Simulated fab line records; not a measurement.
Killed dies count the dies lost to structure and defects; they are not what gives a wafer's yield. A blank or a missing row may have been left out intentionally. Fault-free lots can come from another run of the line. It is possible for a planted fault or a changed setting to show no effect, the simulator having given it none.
Code-filled problem report in 8D (eight disciplines) form    flow berkeley_cmos170    the parts of the form that need people (team, actions taken, sign-off) are left out

== 1. THE PROBLEM ==
Mean of cd_nm at UCB170_M1_CD_MEAS_90: 715.1 nm across 6 wafers in 2 lots; on wafers with no fault it is 700.7 nm (standard deviation 2.3). That puts it +6.3 standard deviations away from the usual mean.
The step: target cd 700 nm.
Seen first at day 11 16:08 on cd_sem-01, wafer L136.1. At this step, 42 wafers from 14 lots have a number in the record. Rule for "out", or "out of limits": more than 4 standard deviations from the usual mean. Any other wafer with a number is counted as sound.

== 2. WHAT THIS IS AND IS NOT ==
question                     is                      is not
which readings at this step  cd_nm                   -
which lots                   L136, L139              L123, L124, L125, L126, L127, L128, L131, L133, L134, L140, L144, L145
which wafers of those lots   all that have a number  -
read on which gauges         cd_sem-01, cd_sem-02    -
when                         from day 11 16:08       up to then (27 sound wafers); but 9 sound wafers of L140, L144, L145 came after

== 3. SUSPECTS, AND WHAT RULES EACH OUT ==
Counting: a tool at a process step up to the reading stays a suspect if it ran every lot that is out and no sound lot after the first of them.
- ruled out: the gauge at UCB170_M1_CD_MEAS_90. Those wafers that are out were read across 2 gauges (cd_sem-01, cd_sem-02).
- rie_metal-02 at UCB170_M1_METAL_ETCH_12 (etches Al in Cl2/BCl3, stops on PSG, target depth 780 nm, time 130 s): kept. It ran every lot that is out, first L136 (day 11 15:54), and no sound lot after that; its last sound lot up to then is L133 (day 10 15:45). Its own readings are out on those wafers: oes_product_au.
The count leaves rie_metal-02 at UCB170_M1_METAL_ETCH_12.

== 4. THE CAUSE (what the simulator had put in) ==
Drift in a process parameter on rie_metal-02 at UCB170_M1_METAL_ETCH_12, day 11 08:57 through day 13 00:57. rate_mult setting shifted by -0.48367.
After counting, this tool was the only one left.

== 5. THE EFFECT CHAIN, in route order ==
Each row: a reading whose mean over the struck wafers that have a number lies more than 3 standard deviations from the usual. Scope: only readings with a usual standard deviation given in the record; hours: median across lots of the time from each lot's start at the first step in this table that gives one to its start at this step; sigmas: change in usual standard deviations.
hours  step                     reading               usual       on struck wafers  change  sigmas
0      UCB170_M1_METAL_ETCH_12  oes_product_au        0.853 a.u.  0.696             -0.157  -12
0      UCB170_M1_CD_MEAS_90     cd_nm                 700.7 nm    715.1             +14.4   +6.3
14     UCB170_M3_PROBE_99       defect_limited_yield  98.7 %      0.0               -98.7   -99 or more
14     UCB170_M3_PROBE_99       killed_at_M0_to_M3    0.9         262.0             +261.1  +99 or more
14     UCB170_M3_PROBE_99       killed_dies           3.4         264.0             +260.6  +99 or more
14     UCB170_M3_PROBE_99       killed_on_rim         1.1         70.0              +68.9   +69
14     UCB170_M3_PROBE_99       sort_bin_5_function   0.7 %       99.6              +98.9   +99 or more
14     UCB170_M3_PROBE_99       sort_n_pass           260.7       0.0               -260.7  -99 or more
14     UCB170_M3_PROBE_99       sort_yield_pct        98.7 %      0.0               -98.7   -99 or more
It contains these process steps:
- UCB170_M1_METAL_ETCH_12: etches Al in Cl2/BCl3, stops on PSG, target depth 780 nm, time 130 s.
- UCB170_M3_PROBE_99

== 6. WHAT WOULD HAVE CAUGHT IT SOONER ==
In this record the first reading out of limits at a measuring or inspecting step was taken at day 11 16:08, 7 hours after the fault began at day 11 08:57.
At UCB170_M1_METAL_ETCH_12, the tool's own readings (oes_product_au) were out on each struck wafer the step has a row for, so an alarm limit on them would have fired on the first such wafer.
L139, from the lots that are out (2), started UCB170_M1_METAL_ETCH_12 on rie_metal-02 later than day 11 16:08. It would have been spared by a hold on the tool at that moment.
